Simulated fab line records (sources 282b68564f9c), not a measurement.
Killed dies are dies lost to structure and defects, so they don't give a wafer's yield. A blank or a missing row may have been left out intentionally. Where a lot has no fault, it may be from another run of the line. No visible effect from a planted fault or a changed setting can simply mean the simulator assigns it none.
Which tool did it? + flow rit cmos + 42 wafers from 14 lots sampled at 2 of the route's 202 steps

== WHAT THE GAUGES READ, wafer by wafer ==
The record lacks any reading of a measuring or inspecting step that a usual standard deviation could be used to judge.

== WHICH TOOL RAN EACH LOT (tool, then ch and the chambers of the sampled wafers, then the start) ==
| lot  | RIT_SDANNEAL_CLEAN_00          | RIT_M1_PROBE_99        |
|------|--------------------------------|------------------------|
| L958 | wet bench-01 ch 2, day 3 03:41 | -                      |
| L960 | wet bench-04 ch 2, day 3 15:14 | -                      |
| L961 | wet bench-03 ch 2, day 3 21:21 | -                      |
| L962 | wet bench-03 ch 0, day 4 02:58 | -                      |
| L964 | wet bench-04 ch 1, day 4 12:20 | -                      |
| L965 | wet bench-04 ch 2, day 4 17:22 | -                      |
| L966 | wet bench-04 ch 2, day 4 19:45 | -                      |
| L967 | wet bench-03 ch 1, day 5 00:01 | prober-02, day 5 08:01 |
| L968 | wet bench-03 ch 1, day 5 08:25 | -                      |
| L976 | wet bench-04 ch 2, day 7 03:28 | -                      |
| L977 | wet bench-01 ch 1, day 7 08:05 | -                      |
| L979 | wet bench-03 ch 0, day 7 16:03 | -                      |
| L980 | wet bench-03 ch 3, day 7 21:37 | prober-02, day 8 05:17 |
| L981 | wet bench-03 ch 1, day 8 06:01 | -                      |
- RIT_SDANNEAL_CLEAN_00: cleans in SC1, time 600 s.
- RIT_M1_PROBE_99

== AS READ BY THE TOOLS THEMSELVES (means over the sampled wafers that have a number; for cases with no such wafer, the mark the record gives instead) ==
RIT_SDANNEAL_CLEAN_00.
| lot  | tool         | bath guard temp C (C) | bath heat duty pct (%) |
|------|--------------|-----------------------|------------------------|
| L958 | wet bench-01 | 74.9                  | 13.7                   |
| L960 | wet bench-04 | 74.6                  | 17.9                   |
| L961 | wet bench-03 | 75.6                  | 17.3                   |
| L962 | wet bench-03 | 74.7                  | 16.4                   |
| L964 | wet bench-04 | 76.0                  | 14.0                   |
| L965 | wet bench-04 | 74.6                  | 18.2                   |
| L966 | wet bench-04 | -                     | -                      |
| L967 | wet bench-03 | -                     | -                      |
| L968 | wet bench-03 | 75.1                  | 12.6                   |
| L976 | wet bench-04 | 74.4                  | 17.2                   |
| L977 | wet bench-01 | 76.1                  | 14.9                   |
| L979 | wet bench-03 | 74.5                  | 16.3                   |
| L980 | wet bench-03 | 74.6                  | 17.6                   |
| L981 | wet bench-03 | 75.0                  | 13.1                   |

RIT_M1_PROBE_99.
| lot  | tool      | killed at contacts | killed at front end | killed dies | killed open | killed short |
|------|-----------|--------------------|---------------------|-------------|-------------|--------------|
| L967 | prober-02 | 0.0                | 5                   | 5           | 1.0         | 4.0          |
| L980 | prober-02 | 0.3                | 7                   | 8           | 4.3         | 3.3          |

== THE ANSWER, worked out from the rows above alone ==
Rule: usual is defined by the lots themselves. Put in order of their means at a reading, lots are off if they are a third of the lots or fewer, leave a main group of 4 or more, and stand apart from it by a gap of 3 or more times the standard deviation of the main group's means; of several such gaps the widest counts. Not used: any main group whose means are identical at the precision the tables above print for the reading. A lot without any number at a reading at which 4 lots or more have one is off too. Any other lot the step has rows for is counted as sound. After the gauges, taken in route order, come the tools' own readings; for these a lot's mean is taken, as printed above. The first step at which some lot is off is used, and at that step the reading that is off furthest; a lot without a number counts as furthest.
Off: L966, L967 (RIT_SDANNEAL_CLEAN_00, bath guard temp C). Without a number there: L966, L967. Mean 75.0 C and standard deviation 0.56 in the main group.
If a tool, at that step or one of the process steps before it, ran each lot that is off and ran no sound lot following the first of them, it fits. None of those tried fits.

== WHAT WAS PUT IN BY THE SIMULATOR ==
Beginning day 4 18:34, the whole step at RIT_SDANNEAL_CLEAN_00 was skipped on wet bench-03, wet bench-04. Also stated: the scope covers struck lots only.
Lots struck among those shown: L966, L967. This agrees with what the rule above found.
